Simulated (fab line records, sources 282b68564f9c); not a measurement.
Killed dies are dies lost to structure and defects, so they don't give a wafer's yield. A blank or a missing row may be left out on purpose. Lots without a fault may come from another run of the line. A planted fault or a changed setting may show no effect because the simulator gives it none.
A struck lot beside a sound one | flow rit_cmos | 15 steps out of a route of 202
Sound: wafers L335.1, L335.2, L335.5. Struck: wafers L342.2, L342.3, L342.6. The cause comes at the end.
At each step with rows: each side's tool, then ch and its chambers, then its first start. Under that, the readings that differ: sound wafers | struck wafers | difference of the means | sigmas: that difference in standard deviations of wafers without a fault.
alike: readings whose means differ by less than 2 such deviations, and words and numbers that are the same on both sides. not compared: withheld readings, readings that some wafer has no value for, bounds like >300 that may hide the same value, and numbers for which the record gives no deviation and whose values overlap.
The two part at a step that has a row with sigmas, a row that says differs or no value, or rows on one side only. Numbers that don't overlap but have no deviation are shown without sigmas and don't part them. A reading that every wafer of one side lacks parts them only if that side has two wafers or more.

first, 2 steps without rows for these wafers: RIT_NRETRO_HARDBAKE_07 (time 120 s); RIT_NRETRO_IMPLANT_08.
RIT_NRETRO_STRIP_09: strips in O2, time 180 s.
  sound on plasma_asher-01 ch 0,1, day 3 03:04; struck on plasma_asher-01 ch 0, day 4 15:02
  alike: drypump_motor_current_A
  not compared: rf_hours_counter_h
RIT_NRETRO_TW_MEAS_10:
  sound on film_metro-02, day 3 03:14; struck on film_metro-03, day 4 15:13
  alike: NRETRO_TW
then, 6 steps without rows for these wafers: RIT_PRETRO_HMDS_00 (prime time 60 s); RIT_PRETRO_COAT_01 (resist thk 1300 nm); RIT_PRETRO_SOFTBAKE_02 (time 60 s); RIT_PRETRO_EXPOSE_03 (exposes mask M5, target cd 43700 nm); RIT_PRETRO_PEB_04; RIT_PRETRO_DEVELOP_05 (develop time 68 s).
RIT_PRETRO_OVL_MEAS_06:
  sound on overlay-01, day 3 04:25; struck on overlay-01, day 4 16:17
  alike: PRETRO_OVL
then, 1 step without rows for these wafers: RIT_PRETRO_HARDBAKE_07 (time 120 s).
RIT_PRETRO_IMPLANT_08:
  sound on implanter-02 ch 0, day 3 04:42; struck on implanter-02 ch 0, day 4 16:35
  reading            | sound             | struck            | difference | sigmas
  tilt_deg (degrees) | 6.986 7.006 7.022 | 6.231 6.248 6.247 | -0.763     | -42
  alike: beam_on_s
RIT_PRETRO_STRIP_09: strips in O2, time 180 s.
  sound on plasma_asher-04 ch 0,1, day 3 04:51; struck on plasma_asher-02 ch 0,1, day 4 16:43
  alike: drypump_motor_current_A
  not compared: rf_hours_counter_h
RIT_M1_PROBE_99:
  sound on prober-01, day 4 09:53; struck on prober-02, day 5 21:34
  alike: killed_at_contacts, killed_at_front_end, killed_dies, killed_open, killed_short

WHERE THEY PART
Only at RIT_PRETRO_IMPLANT_08, within this record. Later steps at which nothing parts them and some readings are alike: RIT_PRETRO_STRIP_09, RIT_M1_PROBE_99.

WHY: what the simulator had put in
Process parameter drift: implanter-02, from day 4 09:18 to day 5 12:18, at RIT_PRETRO_IMPLANT_08. Setting tilt_deg, moved by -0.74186, from 7. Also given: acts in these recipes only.
